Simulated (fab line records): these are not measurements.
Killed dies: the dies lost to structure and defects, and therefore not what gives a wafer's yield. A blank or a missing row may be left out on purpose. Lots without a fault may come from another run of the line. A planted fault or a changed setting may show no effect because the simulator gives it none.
Which tool is to blame? + flow rit_cmos + 42 wafers from 14 lots sampled at 2 of the route's 202 steps

## WHAT EACH GAUGE READ, for each wafer
The record lacks any reading of a measuring or inspecting step that a usual standard deviation could be used to judge.

## WHICH TOOL RAN EACH LOT (tool, then ch and the chambers of the sampled wafers, then the start)
| lot  | RIT_M1_STRIP_13                | RIT_M1_PROBE_99        |
|------|--------------------------------|------------------------|
| L166 | wet_bench-02 ch 2, day 3 09:05 | -                      |
| L167 | wet_bench-04 ch 2, day 3 11:47 | -                      |
| L170 | wet_bench-04 ch 2, day 4 07:08 | -                      |
| L171 | wet_bench-02 ch 3, day 4 09:56 | -                      |
| L173 | wet_bench-04 ch 2, day 4 18:38 | prober-02, day 4 23:17 |
| L174 | wet_bench-03 ch 0, day 5 05:29 | prober-01, day 5 07:40 |
| L176 | wet_bench-03 ch 2, day 5 13:41 | -                      |
| L178 | wet_bench-02 ch 3, day 5 21:34 | prober-01, day 6 00:21 |
| L179 | wet_bench-02 ch 3, day 6 01:38 | -                      |
| L181 | wet_bench-02 ch 3, day 6 14:35 | -                      |
| L183 | wet_bench-02 ch 0, day 6 22:40 | prober-02, day 7 00:47 |
| L185 | wet_bench-04 ch 2, day 7 06:55 | prober-02, day 7 09:18 |
| L188 | wet_bench-04 ch 3, day 7 22:20 | prober-01, day 8 00:28 |
| L189 | wet_bench-04 ch 0, day 8 01:41 | -                      |
- RIT_M1_STRIP_13: strips in nmp, time 600 s.
- RIT_M1_PROBE_99

## AS READ BY THE TOOLS THEMSELVES (means over the sampled wafers that have a number; for cases with no such wafer, the mark the record gives instead)
RIT_M1_STRIP_13.
| lot  | tool         | run_length_s (s) |
|------|--------------|------------------|
| L166 | wet_bench-02 | 626              |
| L167 | wet_bench-04 | 626              |
| L170 | wet_bench-04 | 626              |
| L171 | wet_bench-02 | 624              |
| L173 | wet_bench-04 | 634              |
| L174 | wet_bench-03 | 634              |
| L176 | wet_bench-03 | 626              |
| L178 | wet_bench-02 | 625              |
| L179 | wet_bench-02 | 624              |
| L181 | wet_bench-02 | 772              |
| L183 | wet_bench-02 | 774              |
| L185 | wet_bench-04 | 627              |
| L188 | wet_bench-04 | 626              |
| L189 | wet_bench-04 | 625              |

RIT_M1_PROBE_99.
| lot  | tool      | defect_limited_yield (%) | killed_at_contacts | killed_at_front_end | killed_dies | killed_open | killed_short | sort_bin_3_pad_short (%) | sort_bin_5_function (%) | sort_bin_6_memory (%) | sort_n_pass | sort_yield_pct (%) |
|------|-----------|--------------------------|--------------------|---------------------|-------------|-------------|--------------|--------------------------|-------------------------|-----------------------|-------------|--------------------|
| L173 | prober-02 | 97.1                     | 0.0                | 8                   | 7.7         | 3.3         | 4.3          | 0.1                      | 1.5                     | 1.3                   | 256.3       | 97.1               |
| L174 | prober-01 | 97.5                     | 0.0                | 7                   | 6.7         | 3.3         | 3.3          | 0.1                      | 1.8                     | 0.6                   | 257.3       | 97.5               |
| L178 | prober-01 | 97.8                     | 0.3                | 5                   | 5.7         | 4.0         | 1.7          | 0.1                      | 1.0                     | 1.0                   | 258.3       | 97.8               |
| L183 | prober-02 | 97.5                     | 0.0                | 7                   | 6.7         | 4.0         | 2.7          | 0.0                      | 1.3                     | 1.3                   | 257.3       | 97.5               |
| L185 | prober-02 | 98.0                     | 0.0                | 5                   | 5.3         | 2.7         | 2.7          | 0.1                      | 0.5                     | 1.4                   | 258.7       | 98.0               |
| L188 | prober-01 | 97.4                     | 0.0                | 7                   | 6.7         | 3.7         | 3.0          | 0.0                      | 1.4                     | 1.2                   | 257.3       | 97.4               |

## THE ANSWER, worked out from the rows above alone
Rule: usual is defined by the lots themselves. Put in order of their means at a reading, lots are off if they are a third of the lots or fewer, leave a main group of 4 or more, and stand apart from it by a gap of 3 or more times the standard deviation of the main group's means; of several such gaps the widest counts. A main group is skipped when, at the precision printed for the reading in the tables above, its means are all equal. A lot without any number at a reading at which 4 lots or more have one is off too. The other lots that the step has rows for count as sound. First the gauges in route order, then the tools' own readings, where a lot's mean is used as printed above. The first step at which some lot is off is used, and at that step the reading that is off furthest; a lot without a number counts as furthest.
Off: L181, L183 (RIT_M1_STRIP_13, run_length_s). Main group: mean 627 s, sd 3.3.
If a tool, at that step or one of the process steps before it, ran each lot that is off and ran no sound lot following the first of them, it fits. One fits: RIT_M1_STRIP_13 on wet_bench-02. Its last sound lot is L179 (day 6 01:38), its first lot that is off L181 (day 6 14:35): a fault that began between those two fits.
The tool's own readings at RIT_M1_STRIP_13 bear it out: on the lots that are off they differ by more than 5 times the standard deviation of the sound lots' means. run_length_s reads 773 s there against 627 s on the sound lots.

## WHAT THE SIMULATOR HAD INSERTED
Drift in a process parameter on wet_bench-02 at RIT_M1_STRIP_13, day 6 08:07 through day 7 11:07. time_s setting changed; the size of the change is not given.
Struck lots among those shown: L181, L183. Same finding as the rule above.
